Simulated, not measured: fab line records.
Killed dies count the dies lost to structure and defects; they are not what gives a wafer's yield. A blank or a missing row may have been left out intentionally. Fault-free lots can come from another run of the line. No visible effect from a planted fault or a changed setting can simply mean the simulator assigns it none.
fab line records | flow berkeleyCmos170
[record] lots = 14 wafers = 42 lastDay = 14
route steps=331 shown ZERO@7 GATE@128 PLDD@152 CONTACT@218
lots with no fault: from the same line, run without faults
startH: hours from the record's opening day to when the first of the lot's shown wafers began | waitH: hours since the lot's step before | " identical to the entry in the row above | L1.1+2: several wafers, shown together as one row | - no value, or no start given | * or withheld: withheld | < > ~ a bound
route shown NAME@n: names a module that has steps shown in the file, with the first one's number in the route | usual: mean and standard deviation over wafers with no fault | same: alike in all rows | chamber/n: place in a boat | sites: the reading at each site | _std_site: standard deviation of those values | _edge_site: outer sites' mean less inner sites' | radiusMm: for every site, how far away it sits from the centre of the wafer | mask NAME#n: copy n | behind: the tool/chamber that last shaped the wafer | hold: why the lot was held/for how many hours/how that ended | device: names the non-switching transistor (n, p or np) | end of line: the tests these same wafers got at the end of their route | where a step has no rows: the recipe by itself | killed: not the wafer's yield, but the dies lost to structure and defects at the first sort | map: the dies of a wafer, with x for killed, . for not killed, _ for no die there
set.NAME: the setting that was run; set.NAME@STEP: the one run at that earlier step | model.NAME: the simulator's own value behind a step, which no gauge read
steps of the route over a sample of lots; a table a step, a row a wafer
services: a tool's chamber out of use, with start hour (startH, from the record's first day; less than 0 if before it), hours out, and reason
[[steps]]
[step UCB170_ZERO_COAT_01]
[recipe] resist = KrF spinRpm = 1500 resistThkNm = 900
// columns lot.wafer tool chamber startH waitH
L867.2+3+4 lithoTrack-04 0 24.10 0.1
L868.3+5+6 lithoTrack-01 0 24.23 0.1
L870.1+4+6 lithoTrack-04 0 31.72 0.1
L869.1+2+5 lithoTrack-03 0 31.94 0.1
L871.1+2+5 lithoTrack-04 0 41.78 0.1
L874.3+4+5 lithoTrack-03 0 56.91 0.1
L875.1+2+6 lithoTrack-03 0 64.36 0.1
L881.2+3+4 lithoTrack-04 0 87.76 0.1
L883.2+4+5 lithoTrack-04 0 99.87 0.1
L885.1+3+5 lithoTrack-01 0 109.00 0.1
L887.1+2+5 lithoTrack-04 0 124.82 0.1
L888.3+5+6 lithoTrack-04 0 131.70 0.1
L889.1+2+3 lithoTrack-03 0 131.71 0.1
L890.1+4+5 lithoTrack-04 0 137.49 0.1
[step UCB170_ZERO_STRIP_07]
[recipe] chemistry = O2 powerW = 400 pressureMtorr = 3500 platenTempC = withheld o2FlowSccm = 400 overashFraction = 0.5
[usual] drypumpMotorCurrentA = 5.7/0.31 oesProductAu = 0.727/0.0046 stripTimeToEndpointS = 21.47/0.055
// columns lot.wafer tool chamber startH waitH drypumpMotorCurrentA oesProductAu rfHoursCounterH stripTimeToEndpointS
L867.2 plasmaAsher-01 1 24.79 0.0 5.4 0.738 22 21.46
L867.3 " 1 " " 5.4 0.730 - 21.57
L867.4 " 0 " " 6.1 0.734 - 21.48
L868.3 plasmaAsher-04 0 25.06 0.0 5.5 0.731 - 21.56
L868.5 " 0 " " 5.4 0.722 - 21.50
L868.6 " 1 " " 6.0 0.723 - 21.53
L870.1 plasmaAsher-02 0 32.99 0.0 5.9 0.730 29 21.43
L870.4 " 1 " " 5.3 0.731 - 21.47
L870.6 " 1 " " 5.3 0.732 - 21.47
L869.1 plasmaAsher-04 1 33.26 0.0 6.0 0.731 28 21.51
L869.2 " 0 " " 5.4 0.730 28 21.49
L869.5 " 0 " " 5.5 0.725 - 21.51
L871.1 plasmaAsher-04 1 42.62 0.0 6.0 0.726 29 21.47
L871.2 " 0 " " 5.5 0.721 29 21.42
L871.5 " 1 " " 6.0 0.724 - 21.51
L874.3 plasmaAsher-01 0 57.73 0.0 6.1 0.732 - 24.83
L874.4 " 1 " " 5.4 0.743 - 24.86
L874.5 " 1 " " 5.4 0.730 - 24.85
L875.1 plasmaAsher-02 1 65.88 0.0 5.3 0.730 33 24.86
L875.2 " 0 " " 5.9 0.729 33 24.84
L875.6 " 0 " " 5.9 0.728 - 24.80
L881.2 plasmaAsher-01 1 88.45 0.0 5.4 0.724 29 21.45
L881.3 " 0 " " 6.1 0.723 - 21.42
L881.4 " 1 " " 5.4 0.728 - 21.47
L883.2 plasmaAsher-04 1 101.62 0.0 6.0 0.728 36 21.56
L883.4 " 1 " " 6.0 0.723 - 21.50
L883.5 " 1 " " 6.0 0.725 - 21.50
L885.1 plasmaAsher-02 1 109.71 0.0 5.3 0.728 39 21.48
L885.3 " 0 " " 5.9 0.729 - 21.44
L885.5 " 0 " " 5.8 0.728 - 21.52
L887.1 plasmaAsher-04 1 125.54 0.0 6.0 0.736 37 21.47
L887.2 " 0 " " 5.5 0.727 37 21.42
L887.5 " 1 " " 6.0 0.725 - 21.43
L888.3 plasmaAsher-01 1 132.53 0.0 5.4 0.726 - 21.46
L888.5 " 0 " " 6.1 0.719 - 21.56
L888.6 " 1 " " 5.4 0.727 - 21.53
L889.1 plasmaAsher-02 1 132.76 0.0 5.3 0.726 43 21.45
L889.2 " 0 " " 5.9 0.731 43 21.48
L889.3 " 0 " " 5.9 0.723 - 21.46
L890.1 plasmaAsher-04 0 139.08 0.0 5.4 0.732 38 21.46
L890.4 " 0 " " 5.4 0.730 - 21.48
L890.5 " 0 " " 5.4 0.724 - 21.53
[step UCB170_GATE_THK_MEAS_02]
[recipe] reads = SiO2_of_GATE_OXIDATION_01
[usual] GATE_OXIDE_THK = 6.59/0.14
// columns lot.wafer tool chamber startH waitH GATE_OXIDE_THK[nm]
L867.2 filmMetro-02 - 145.37 0.0 6.42
L867.3 " - " " 6.53
L867.4 " - " " 6.66
L868.3 filmMetro-01 - 145.38 0.0 6.56
L868.5 " - " " 6.48
L868.6 " - " " 6.28
L869.1 filmMetro-03 - 153.69 0.0 6.60
L869.2 " - " " 6.58
L869.5 " - " " 6.66
L870.1 filmMetro-02 - 153.70 0.0 6.53
L870.4 " - " " 6.54
L870.6 " - " " 6.49
L871.1 filmMetro-03 - 162.83 0.0 6.46
L871.2 " - " " 6.53
L871.5 " - " " 6.54
L875.1 filmMetro-01 - 190.98 0.0 6.36
L875.2 " - " " 6.36
L875.6 " - " " 6.40
L874.3 filmMetro-03 - 191.00 0.0 6.49
L874.4 " - " " 6.42
L874.5 " - " " 6.49
L881.2 filmMetro-03 - 215.88 0.0 6.75
L881.3 " - " " 6.76
L881.4 " - " " 6.75
L883.2 filmMetro-01 - 226.83 0.0 6.70
L883.4 " - " " 6.62
L883.5 " - " " 6.64
L885.1 filmMetro-03 - 236.87 0.0 6.76
L885.3 " - " " 6.63
L885.5 " - " " 6.64
L887.1 filmMetro-03 - 248.02 0.0 6.76
L887.2 " - " " 6.72
L887.5 " - " " 6.70
L889.1 filmMetro-01 - 260.64 0.0 6.72
L889.2 " - " " 6.75
L889.3 " - " " 6.81
L888.3 filmMetro-03 - 260.66 0.0 6.58
L888.5 " - " " 6.81
L888.6 " - " " 6.63
L890.1 filmMetro-01 - 271.93 0.0 6.57
L890.4 " - " " 6.48
L890.5 " - " " 6.60
[step UCB170_PLDD_OVL_MEAS_07]
[usual] PLDD_OVL = -3/5.6
// columns lot.wafer tool chamber startH waitH PLDD_OVL[nm]
L868.3 overlay-01 - 156.75 0.1 3
L868.5 " - " " 4
L868.6 " - " " -1
L867.2 overlay-02 - 157.02 0.1 -9
L867.3 " - " " -16
L867.4 " - " " -5
L869.1 overlay-01 - 165.79 0.1 -4
L869.2 " - " " -4
L869.5 " - " " -7
L870.1 overlay-02 - 166.50 0.1 -3
L870.4 " - " " -7
L870.6 " - " " -1
L871.1 overlay-02 - 173.23 0.1 -9
L871.2 " - " " -5
L871.5 " - " " -2
L874.3 overlay-02 - 199.45 0.1 -4
L874.4 " - " " 5
L874.5 " - " " 0
L875.1 overlay-01 - 199.72 0.1 -1
L875.2 " - " " -8
L875.6 " - " " -7
L881.2 overlay-02 - 226.82 0.1 -8
L881.3 " - " " -4
L881.4 " - " " 0
L883.2 overlay-02 - 240.16 0.1 -11
L883.4 " - " " -9
L883.5 " - " " -12
L885.1 overlay-02 - 246.19 0.1 -4
L885.3 " - " " -7
L885.5 " - " " -8
L887.1 overlay-02 - 264.26 0.1 6
L887.2 " - " " -7
L887.5 " - " " 5
L888.3 overlay-02 - 277.85 0.1 -8
L888.5 " - " " -3
L888.6 " - " " -7
L889.1 overlay-02 - 278.11 0.1 -3
L889.2 " - " " -9
L889.3 " - " " 1
L890.1 overlay-01 - 284.16 0.1 -4
L890.4 " - " " -2
L890.5 " - " " -11
[step UCB170_CONTACT_THK_MEAS_02]
[recipe] reads = PSG_of_CONTACT_CVD_01
[usual] CONTACT_PSG_THK = 677/6.6
// columns lot.wafer tool chamber startH waitH CONTACT_PSG_THK[nm]
L867.2 filmMetro-02 - 173.53 0.0 680
L867.3 " - " " 681
L867.4 " - " " 686
L868.3 filmMetro-03 - 175.18 0.0 669
L868.5 " - " " 669
L868.6 " - " " 664
L870.1 filmMetro-03 - 182.66 0.0 683
L870.4 " - " " 689
L870.6 " - " " 685
L869.1 filmMetro-01 - 183.01 0.0 671
L869.2 " - " " 668
L869.5 " - " " 670
L871.1 filmMetro-01 - 192.29 0.0 662
L871.2 " - " " 668
L871.5 " - " " 666
L874.3 filmMetro-03 - 217.69 0.0 674
L874.4 " - " " 680
L874.5 " - " " 675
L875.1 filmMetro-01 - 219.00 0.0 672
L875.2 " - " " 673
L875.6 " - " " 671
L881.2 filmMetro-01 - 246.26 0.0 686
L881.3 " - " " 680
L881.4 " - " " 680
L883.2 filmMetro-01 - 256.96 0.0 670
L883.4 " - " " 679
L883.5 " - " " 677
L885.1 filmMetro-01 - 269.00 0.0 682
L885.3 " - " " 676
L885.5 " - " " 675
L887.1 filmMetro-02 - 287.53 0.0 673
L887.2 " - " " 677
L887.5 " - " " 682
L888.3 filmMetro-03 - 295.44 0.0 681
L888.5 " - " " 674
L888.6 " - " " 677
L889.1 filmMetro-01 - 296.33 0.0 688
L889.2 " - " " 682
L889.3 " - " " 682
L890.1 filmMetro-01 - 305.47 0.0 678
L890.4 " - " " 685
L890.5 " - " " 681
[[services]]
// columns tool chamber startH hours kind
lithoTrack-04 - 40.63 - consumableReplace:filter
plasmaAsher-01 - 53.07 1.9 repair
plasmaAsher-04 - 71.90 1.5 repair
plasmaAsher-04 - 107.28 16.5 repair
[[key]]
[firstSign] step = UCB170_ZERO_STRIP_07 reading = stripTimeToEndpointS direction = up sigmas = 62 usual = * struck = *
effect none on later readings
metAt UCB170_ZERO_COAT_01
struckLots L874,L875
testerLeftOut L874,L875
notActingAt UCB170_GATE_THK_MEAS_02,UCB170_PLDD_OVL_MEAS_07,UCB170_CONTACT_THK_MEAS_02
onsetBetween 31.94 56.91
[fault] kind = processParameterDrift tool = lithoTrack-03 chamber = - onsetH = 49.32 steps = UCB170_ZERO_COAT_01 channel = resistThkNm offset = * shape = step endH = 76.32 actsIn = * stated = *
// testerLeftOut: of these lots the tester's yield and bins aren't shown, on N5 and GAA mostly nor the transistor test; their killed dies are dies lost to structure and defects alone, not to doping, threshold or leakage, so they don't give the yield
